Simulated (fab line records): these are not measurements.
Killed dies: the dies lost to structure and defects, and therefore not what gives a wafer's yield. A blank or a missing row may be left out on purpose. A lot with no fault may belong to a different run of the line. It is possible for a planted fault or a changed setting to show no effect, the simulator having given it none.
fab line records	flow ritCmos
[record] lots = 6	wafers = 18	lastDay = 6
route steps=202 shown NWELL@35 PWELL@39 WELLDRIVE@50 NRETRO@53 M1@202
lots that met no fault: taken from a fault-free run of the same line
startH: the number of hours between the record's first day and the start of the first shown wafer of the lot	waitH: hours since the lot's step before	" identical to the entry in the row above	L1.1+2: a single row standing in for several wafers	- value missing, or start not given	* or withheld: withheld	< > ~ a bound
route shown NAME@n: a module of which the file shows steps, and the number in the route of the first	usual: mean/standard deviation taken from wafers without a fault	same: alike in all rows	chamber/n: place in a boat	sites: each site's reading	_std_site: the values' standard deviation	_edge_site: mean of outer sites minus mean of inner sites	radiusMm: for every site, how far away it sits from the centre of the wafer	mask NAME#n: copy n	behind: the tool/chamber that last shaped the wafer	hold: the reason the lot was held/the length of the hold in hours/how it ended	device: whichever transistor did not switch (one of n, p or np)	end of line: the route-end tests of the same wafers	step lacking rows: just its recipe	killed: count of dies lost to structure and defects at first sort (not the wafer's yield)	map: a wafer's dies, x killed, . not, _ none there
set.NAME: the setting that was run; set.NAME@STEP: the one run at that earlier step	model.NAME: the simulator's own value behind a step, which no gauge read
lots at selected steps of the route; one table per step, one row per wafer
services: from which hour (startH, from the record's first day; less than 0 if before it) a tool's chamber was out of use, for how many hours, and why
[[steps]]
[step RIT_NWELL_HARDBAKE_07]
[recipe] resist = NOVOLAK	tempC = 140	timeS = 120
[step RIT_NWELL_IMPLANT_08]
[recipe] species = P	energyKev = 170	doseCm2 = 5e+13	tiltDeg = 7
[step RIT_NWELL_STRIP_09]
[recipe] chemistry = O2	timeS = 180	resist = NOVOLAK	platenTempC = withheld	powerW = 500	pressureMtorr = 4000	o2FlowSccm = 4000
[usual] drypumpMotorCurrentA = 5.62/0.3
lot.wafer	tool	chamber	startH	waitH	drypumpMotorCurrentA	rfHoursCounterH
L932.1	plasmaAsher-01	1	30.88	0.1	6.04	37
L932.2	"	0	"	"	5.36	37
L932.6	"	1	"	"	6.03	-
L934.2	plasmaAsher-01	1	41.93	0.1	6.03	38
L934.3	"	0	"	"	5.40	-
L934.6	"	0	"	"	5.38	-
L943.1	plasmaAsher-01	1	87.19	0.1	6.03	44
L943.3	"	0	"	"	5.38	-
L943.4	"	1	"	"	6.04	-
L944.1	plasmaAsher-01	0	90.88	0.1	5.39	44
L944.2	"	1	"	"	6.04	44
L944.6	"	0	"	"	5.40	-
L946.1	plasmaAsher-01	1	101.18	0.1	6.03	45
L946.4	"	1	"	"	6.06	-
L946.5	"	1	"	"	6.05	-
L947.1	plasmaAsher-03	1	106.94	0.1	5.46	48
L947.2	"	0	"	"	5.23	48
L947.6	"	1	"	"	5.45	-
[step RIT_NWELL_TW_MEAS_10]
[usual] NWELL_TW = 2152/17
lot.wafer	tool	chamber	startH	waitH	NWELL_TW
L932.1	filmMetro-02	-	31.06	0.1	2174
L932.2	"	-	"	"	2170
L932.6	"	-	"	"	2176
L934.2	filmMetro-04	-	42.11	0.1	2135
L934.3	"	-	"	"	2137
L934.6	"	-	"	"	2134
L943.1	filmMetro-02	-	87.36	0.1	2175
L943.3	"	-	"	"	2176
L943.4	"	-	"	"	2181
L944.1	filmMetro-01	-	91.06	0.1	2164
L944.2	"	-	"	"	2162
L944.6	"	-	"	"	2172
L946.1	filmMetro-02	-	101.35	0.1	2177
L946.4	"	-	"	"	2169
L946.5	"	-	"	"	2186
L947.1	filmMetro-04	-	107.12	0.1	2143
L947.2	"	-	"	"	2145
L947.6	"	-	"	"	2162
[step RIT_PWELL_HMDS_00]
[recipe] primeTimeS = 60	primeTempC = 140
[step RIT_PWELL_COAT_01]
[recipe] resist = NOVOLAK	spinRpm = 2000	resistThkNm = 1300
[step RIT_PWELL_SOFTBAKE_02]
[recipe] resist = NOVOLAK	tempC = 90	timeS = 60
[step RIT_PWELL_EXPOSE_03]
[recipe] maskId = M3	na = 0.57	targetCdNm = 43700	doseMj = 250
[step RIT_PWELL_PEB_04]
[recipe] resist = NOVOLAK	tempC = withheld	timeS = withheld
[step RIT_PWELL_DEVELOP_05]
[recipe] resist = NOVOLAK	developTimeS = 68	devTempC = 23
[step RIT_PWELL_OVL_MEAS_06]
[usual] PWELL_OVL = 1.2/1.7
lot.wafer	tool	chamber	startH	waitH	PWELL_OVL[nm]
L932.1	overlay-01	-	32.12	-	1.0
L932.2	"	-	"	"	0.3
L932.6	"	-	"	"	0.2
L934.2	overlay-01	-	43.17	-	-1.5
L934.3	"	-	"	"	-0.2
L934.6	"	-	"	"	0.4
L943.1	overlay-02	-	88.30	-	1.0
L943.3	"	-	"	"	2.7
L943.4	"	-	"	"	2.6
L944.1	overlay-01	-	92.00	-	5.8
L944.2	"	-	"	"	2.3
L944.6	"	-	"	"	3.3
L946.1	overlay-01	-	102.29	-	-1.2
L946.4	"	-	"	"	-1.6
L946.5	"	-	"	"	-1.2
L947.1	overlay-01	-	108.18	-	2.4
L947.2	"	-	"	"	1.5
L947.6	"	-	"	"	2.2
[step RIT_PWELL_HARDBAKE_07]
[recipe] resist = NOVOLAK	tempC = 140	timeS = 120
[step RIT_PWELL_IMPLANT_08]
[recipe] species = B	energyKev = 170	doseCm2 = 7e+13	tiltDeg = 7
[usual] beamEnergyKeV = 170.00/0.059	doseIonsCm2 = 7e+13/8.3e+10	faradayCurrentUA = 222/4.1	tiltDeg = 7.004/0.018
lot.wafer	tool	chamber	startH	waitH	beamEnergyKeV	doseIonsCm2	faradayCurrentUA	tiltDeg
L932.1	implanter-04	0	32.41	0.2	169.99	7e+13	223	7.008
L932.2	"	0	"	"	169.95	7.009e+13	227	7.001
L932.6	"	0	"	"	170.00	7.015e+13	224	7.006
L934.2	implanter-01	0	43.51	0.2	170.12	7.001e+13	225	6.980
L934.3	"	0	"	"	170.07	7.004e+13	221	7.022
L934.6	"	0	"	"	170.11	6.997e+13	220	6.976
L943.1	implanter-04	0	88.59	0.2	169.99	4.907e+13	157	7.007
L943.3	"	0	"	"	169.96	4.914e+13	154	6.985
L943.4	"	0	"	"	169.96	4.904e+13	158	7.023
L944.1	implanter-01	0	92.28	0.2	170.03	6.996e+13	227	6.996
L944.2	"	0	"	"	169.97	7.001e+13	222	7.019
L944.6	"	0	"	"	169.98	6.989e+13	215	7.014
L946.1	implanter-01	0	102.58	0.2	169.95	6.994e+13	217	7.016
L946.4	"	0	"	"	169.97	6.997e+13	219	6.975
L946.5	"	0	"	"	169.96	6.997e+13	223	6.996
L947.1	implanter-04	0	108.47	0.2	170.03	4.913e+13	158	6.992
L947.2	"	0	"	"	169.96	4.913e+13	158	6.980
L947.6	"	0	"	"	170.03	4.923e+13	156	7.012
[step RIT_PWELL_STRIP_09]
[recipe] chemistry = O2	timeS = 180	resist = NOVOLAK	platenTempC = withheld	powerW = 500	pressureMtorr = 4000	o2FlowSccm = 4000
[usual] drypumpMotorCurrentA = 5.7/0.35
lot.wafer	tool	chamber	startH	waitH	drypumpMotorCurrentA	rfHoursCounterH
L932.1	plasmaAsher-02	0	32.56	0.1	6.2	22
L932.2	"	1	"	"	6.0	22
L932.6	"	1	"	"	6.0	-
L934.2	plasmaAsher-02	1	43.64	0.1	6.0	23
L934.3	"	1	"	"	6.0	-
L934.6	"	0	"	"	6.2	-
L943.1	plasmaAsher-02	1	88.74	0.1	6.0	28
L943.3	"	1	"	"	6.0	-
L943.4	"	0	"	"	6.2	-
L944.1	plasmaAsher-02	1	92.43	0.1	6.0	29
L944.2	"	0	"	"	6.2	29
L944.6	"	1	"	"	5.9	-
L946.1	plasmaAsher-02	0	102.73	0.1	6.3	30
L946.4	"	1	"	"	6.0	-
L946.5	"	0	"	"	6.2	-
L947.1	plasmaAsher-03	0	108.77	0.2	5.2	48
L947.2	"	1	"	"	5.5	48
L947.6	"	1	"	"	5.5	-
[step RIT_PWELL_TW_MEAS_10]
[usual] PWELL_TW = 956/6.9
lot.wafer	tool	chamber	startH	waitH	PWELL_TW
L932.1	filmMetro-04	-	32.74	0.1	946
L932.2	"	-	"	"	942
L932.6	"	-	"	"	947
L934.2	filmMetro-02	-	43.82	0.1	968
L934.3	"	-	"	"	966
L934.6	"	-	"	"	963
L943.1	filmMetro-02	-	88.91	0.1	858
L943.3	"	-	"	"	856
L943.4	"	-	"	"	857
L944.1	filmMetro-04	-	92.61	0.1	953
L944.2	"	-	"	"	949
L944.6	"	-	"	"	950
L946.1	filmMetro-01	-	102.90	0.1	957
L946.4	"	-	"	"	958
L946.5	"	-	"	"	960
L947.1	filmMetro-02	-	108.94	0.1	866
L947.2	"	-	"	"	862
L947.6	"	-	"	"	858
[step RIT_WELLDRIVE_ANNEAL_00]
[recipe] tempC = 1100	timeS = 14700	ambient = N2
[step RIT_WELLDRIVE_RS_MEAS_01]
[recipe] thkMeasGauge = four-point-probe
[usual] NWELL_RS = 275.3/0.85
lot.wafer	tool	chamber	startH	waitH	NWELL_RS[ohm/sq]
L932.1	filmMetro-02	-	37.88	0.0	274.7
L932.2	"	-	"	"	274.4
L932.6	"	-	"	"	275.0
L934.2	filmMetro-02	-	49.03	0.0	275.0
L934.3	"	-	"	"	274.6
L934.6	"	-	"	"	273.9
L943.1	filmMetro-02	-	94.11	0.0	274.7
L943.3	"	-	"	"	275.2
L943.4	"	-	"	"	274.7
L944.1	filmMetro-02	-	97.75	0.0	273.5
L944.2	"	-	"	"	274.7
L944.6	"	-	"	"	274.1
L946.1	filmMetro-04	-	108.05	0.0	274.1
L946.4	"	-	"	"	273.8
L946.5	"	-	"	"	274.1
L947.1	filmMetro-02	-	114.09	0.0	275.4
L947.2	"	-	"	"	276.0
L947.6	"	-	"	"	274.9
[step RIT_WELLDRIVE_RS_MEAS_02]
[recipe] thkMeasGauge = four-point-probe
[usual] PWELL_RS = 429.7/1.1
lot.wafer	tool	chamber	startH	waitH	PWELL_RS[ohm/sq]
L932.1	filmMetro-02	-	38.00	0.1	431.4
L932.2	"	-	"	"	431.7
L932.6	"	-	"	"	430.4
L934.2	filmMetro-02	-	49.15	0.1	428.0
L934.3	"	-	"	"	429.1
L934.6	"	-	"	"	427.9
L943.1	filmMetro-02	-	94.23	0.1	541.2
L943.3	"	-	"	"	538.5
L943.4	"	-	"	"	539.6
L944.1	filmMetro-02	-	97.87	0.1	430.6
L944.2	"	-	"	"	429.4
L944.6	"	-	"	"	429.2
L946.1	filmMetro-04	-	108.17	0.1	430.0
L946.4	"	-	"	"	427.9
L946.5	"	-	"	"	428.9
L947.1	filmMetro-02	-	114.21	0.1	535.8
L947.2	"	-	"	"	537.6
L947.6	"	-	"	"	537.2
[step RIT_NRETRO_HMDS_00]
[recipe] primeTimeS = 60	primeTempC = 140
[step RIT_M1_PROBE_99]
[usual] killedAtContacts = 0.0/0.22	killedAtFrontEnd = 7/3	killedDies = 7/3.1	killedOpen = 3.4/2.1	killedShort = 3.2/1.9
[same] grossDies = 264	killed_at_M0_to_M3 = 0	killed_at_M4_up = 0	killedAtBackSide = 0	killedAtOther = 0
lot.wafer	tool	chamber	startH	waitH	killedAtContacts	killedAtFrontEnd	killedDies	killedOpen	killedShort	model.etest.nmos_0p3.rOnOhmUm	model.etest.pwellPinched.rsOhmSq	model.etest.pwell.rsOhmSq	model.etest.nmos_0p15.rOnOhmUm	model.etest.nmosTurned.driveUaUm	model.etest.nmos_0p15.driveUaUm	model.etest.nmosNarrow.driveUaUm	model.etest.nmos_0p3.driveUaUm
L932.1	prober-01	-	68.92	0.1	0	2	2	1	1	2140	451.9	411.8	1127	307.1	454	228.5	223.9
L932.2	prober-01	-	68.97	0.1	0	6	6	2	4	2121	458.7	417.3	1120	303.2	461.2	229.5	230.8
L932.6	prober-01	-	69.17	0.2	0	4	4	1	3	2210	457.3	417.3	1152	306.8	457.4	223.2	219.2
L934.2	prober-02	-	78.75	0.1	1	5	6	2	4	2208	465.9	418.9	1163	316.1	460.3	215.8	219.7
L934.3	prober-02	-	78.80	0.2	0	11	11	8	3	2257	471.4	418.7	1199	321.5	461.3	216.3	218.6
L934.6	prober-02	-	78.95	0.2	0	8	8	5	3	2167	457.3	415.8	1124	323.6	466.3	218.9	222.2
L943.1	prober-01	-	123.58	0.1	0	6	6	4	2	1946	578	520.2	1058	388.3	520.5	267.8	267
L943.3	prober-01	-	123.68	0.2	0	14	14	10	4	1997	588.6	522.3	1108	381.4	509.6	265.2	263.8
L943.4	prober-01	-	123.73	0.2	0	7	7	3	4	1985	581.1	521.3	1072	376.8	516.6	263.7	262
L944.1	prober-02	-	127.24	0.1	0	6	6	4	2	2133	458.2	417.3	1093	328.6	475.3	222.1	223.7
L944.2	prober-02	-	127.29	0.1	0	3	3	1	2	2160	459.2	414.3	1144	318.1	471.4	231.9	227.8
L944.6	prober-02	-	127.49	0.2	0	3	3	1	2	2164	456.1	413.7	1140	318.4	472.9	227.4	226.2
L946.1	prober-02	-	137.79	0.1	0	6	6	4	2	2166	453.8	409.9	1143	321.4	462.7	227	223.8
L946.4	prober-02	-	137.94	0.2	0	5	5	2	3	2201	464.7	415	1193	323.4	450.6	223.5	222.2
L946.5	prober-02	-	137.99	0.2	0	9	9	7	2	2195	452.1	404.5	1172	314.3	447.8	224.6	223.2
L947.1	prober-01	-	143.61	0.1	0	6	6	3	3	1979	577	519.5	1057	370.7	513.2	257.2	259
L947.2	prober-01	-	143.66	0.1	0	7	7	2	5	2001	575.4	520.3	1069	359.3	501	252.9	255.6
L947.6	prober-01	-	143.86	0.2	0	6	6	3	3	1977	577.4	516.5	1061	375.4	509.9	262.1	260.9
// killed by level:class
L932.1 GATE:geometricParticle:open=1 SILICIDE:geometricParticle:short=1
L932.2 REOX:geometricParticle:short=2 FOX2:geometricParticle:short=1 FOX2:geometricParticle:open=1 GATE:geometricParticle:open=1 GATE:geometricParticle:short=1
L932.6 GATE:geometricParticle:short=2 FOX2:geometricParticle:short=1 GATE:geometricParticle:open=1
L934.2 FOX1:geometricParticle:open=1 FOX2:geometricParticle:short=1 GATE:geometricParticle:short=1 SPACER:geometricParticle:open=1 SILICIDE:geometricParticle:short=1 CONTACT:geometricParticle:short=1
L934.3 SPACER:geometricParticle:open=4 GATE:geometricParticle:open=3 GATE:geometricParticle:short=2 FOX2:geometricParticle:open=1 REOX:geometricParticle:short=1
L934.6 FOX2:geometricParticle:open=2 FOX1:geometricParticle:open=1 FOX2:geometricParticle:short=1 GATE:geometricParticle:short=1 SPACER:geometricParticle:short=1 SPACER:geometricParticle:open=1 SILICIDE:geometricParticle:open=1
L943.1 GATE:geometricParticle:open=3 GATE:geometricParticle:short=1 REOX:geometricParticle:short=1 REOX:geometricParticle:open=1
L943.3 REOX:geometricParticle:open=5 GATE:geometricParticle:open=3 SILICIDE:geometricParticle:open=2 FOX1:geometricParticle:short=1 GATE:geometricParticle:short=1 REOX:geometricParticle:short=1 SILICIDE:geometricParticle:short=1
L943.4 FOX1:geometricParticle:short=2 GATE:geometricParticle:open=2 GATE:geometricParticle:short=1 REOX:geometricParticle:short=1 SILICIDE:geometricParticle:open=1
L944.1 SPACER:geometricParticle:open=2 SILICIDE:geometricParticle:open=2 GATE:geometricParticle:short=1 REOX:geometricParticle:short=1
L944.2 FOX2:geometricParticle:short=1 GATE:geometricParticle:open=1 REOX:geometricParticle:short=1
L944.6 GATE:geometricParticle:short=1 SPACER:geometricParticle:open=1 SILICIDE:geometricParticle:short=1
L946.1 FOX1:geometricParticle:open=2 GATE:geometricParticle:open=2 FOX1:geometricParticle:short=1 SILICIDE:geometricParticle:short=1
L946.4 SILICIDE:geometricParticle:short=2 REOX:geometricParticle:open=1 SPACER:geometricParticle:open=1 SPACER:geometricParticle:short=1
L946.5 FOX1:geometricParticle:open=3 REOX:geometricParticle:open=2 SPACER:geometricParticle:short=2 GATE:geometricParticle:open=1 SPACER:geometricParticle:open=1
L947.1 REOX:geometricParticle:short=2 FOX1:geometricParticle:open=1 GATE:geometricParticle:open=1 GATE:geometricParticle:short=1 REOX:geometricParticle:open=1
L947.2 REOX:geometricParticle:short=3 FOX1:geometricParticle:short=1 REOX:geometricParticle:open=1 SPACER:geometricParticle:short=1 SILICIDE:geometricParticle:open=1
L947.6 REOX:geometricParticle:short=2 GATE:geometricParticle:short=1 GATE:geometricParticle:open=1 REOX:geometricParticle:open=1 SILICIDE:geometricParticle:open=1
[[services]]
tool	chamber	startH	hours	kind
implanter-04	-	15.75	0.7	repair
plasmaAsher-01	-	17.66	12.7	repair
implanter-01	-	44.20	4.1	pm
implanter-01	-	49.39	4.1	repair
plasmaAsher-01	-	108.75	9.0	pm
plasmaAsher-01	0	108.75	9.0	ventCycle
plasmaAsher-01	1	108.75	9.0	ventCycle
[[key]]
[firstSign] step = RIT_PWELL_IMPLANT_08	reading = doseIonsCm2	direction = down	sigmas = 99+	usual = 7e+13	struck = 4.912e+13
[effect] step = RIT_PWELL_IMPLANT_08	reading = faradayCurrentUA	direction = down	sigmas = 16	usual = 222	struck = 157
[effect] step = RIT_PWELL_TW_MEAS_10	reading = PWELL_TW	direction = down	sigmas = 14	usual = 956	struck = 859
[effect] step = RIT_WELLDRIVE_RS_MEAS_02	reading = PWELL_RS	direction = up	sigmas = 99+	usual = 429.7	struck = 538.3
[modelEffect] step = RIT_M1_PROBE_99	value = etest.nmos_0p3.rOnOhmUm	without = 2180	struck = 1981
metAt RIT_PWELL_IMPLANT_08
struckWafers L943.1,L943.3,L943.4,L947.1,L947.2,L947.6
testerLeftOut L943,L947
onsetBetween 32.41 88.59
[fault] kind = processParameterDrift	tool = implanter-04	chamber = -	onsetH = 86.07	steps = RIT_PWELL_IMPLANT_08	channel = doseCm2	offset = -2.0843e+13	shape = step	endH = 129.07	actsIn = theseRecipesOnly	stated = 7e+13
// testerLeftOut: of these lots the tester's yield and bins aren't shown, on N5 and GAA mostly nor the transistor test; their killed dies are dies lost to structure and defects alone, not to doping, threshold or leakage, so they don't give the yield
